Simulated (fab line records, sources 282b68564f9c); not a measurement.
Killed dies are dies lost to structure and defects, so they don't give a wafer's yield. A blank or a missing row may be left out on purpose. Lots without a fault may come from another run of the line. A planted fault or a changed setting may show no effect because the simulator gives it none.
A struck lot beside a sound one | flow rit_cmos | 14 steps out of a route of 202
Sound: wafers L313.1, L313.2, L313.4. Struck: wafers L321.3, L321.5, L321.6. The cause comes at the end.
At each step with rows: each side's tool, then ch and its chambers, then its first start. Under that, the readings that differ: sound wafers | struck wafers | difference of the means | sigmas: that difference in standard deviations of wafers without a fault.
alike: readings whose means differ by less than 2 such deviations, and words and numbers that are the same on both sides. not compared: withheld readings, readings that some wafer has no value for, bounds like >300 that may hide the same value, and numbers for which the record gives no deviation and whose values overlap.
The two part at a step that has a row with sigmas, a row that says differs or no value, or rows on one side only. Numbers that don't overlap but have no deviation are shown without sigmas and don't part them. A reading that every wafer of one side lacks parts them only if that side has two wafers or more.

first, 2 steps without rows for these wafers: RIT_ACTIVE_CLEAN_17 (cleans in SC2, time 600 s); RIT_FOX1_OXIDATION_00 (target thk 350.7 nm, ox time 1130 s).
RIT_FOX1_THK_MEAS_01:
  sound on film_metro-03, day 3 05:59; struck on film_metro-01, day 4 20:05
  alike: FOX1_OXIDE_THK
then, 2 steps without rows for these wafers: RIT_FOX1_WET_ETCH_02 (etches SiO2 in BOE, target depth 350 nm, time 390 s); RIT_FOX2_OXIDATION_00 (target thk 350.7 nm, ox time 1130 s).
RIT_FOX2_THK_MEAS_01:
  sound on film_metro-03, day 3 07:28; struck on film_metro-03, day 4 21:34
  alike: FOX2_OXIDE_THK
then, 2 steps without rows for these wafers: RIT_FOX2_CLEAN_02 (cleans in dHF, time 180 s); RIT_FOX2_WET_ETCH_03 (etches Si3N4 in H3PO4, target depth 195 nm, time 2700 s).
RIT_FOX2_THK_MEAS_90:
  sound on film_metro-01, day 3 08:20; struck on film_metro-03, day 4 22:26
  alike: FIELD_OXIDE_LEFT_1_THK
then, 3 steps without rows for these wafers: RIT_NWELL_HMDS_00 (prime time 60 s); RIT_NWELL_COAT_01 (resist thk 1300 nm); RIT_NWELL_SOFTBAKE_02 (time 60 s).
RIT_NWELL_EXPOSE_03: exposes mask M2, target cd 43900 nm.
  sound on iline_stepper-01 ch 0, day 3 08:59; struck on iline_stepper-01, day 4 23:07
  no value came back on the struck wafers for exposure_dose_mJ_cm2, focus_offset_nm (nm); on the sound wafers exposure_dose_mJ_cm2 reads 249.54 250.12 249.94
  alike: mask
then, 1 step without rows for these wafers: RIT_NWELL_PEB_04.

WHERE THEY PART
Only at RIT_NWELL_EXPOSE_03, within this record.

WHY: what the simulator had put in
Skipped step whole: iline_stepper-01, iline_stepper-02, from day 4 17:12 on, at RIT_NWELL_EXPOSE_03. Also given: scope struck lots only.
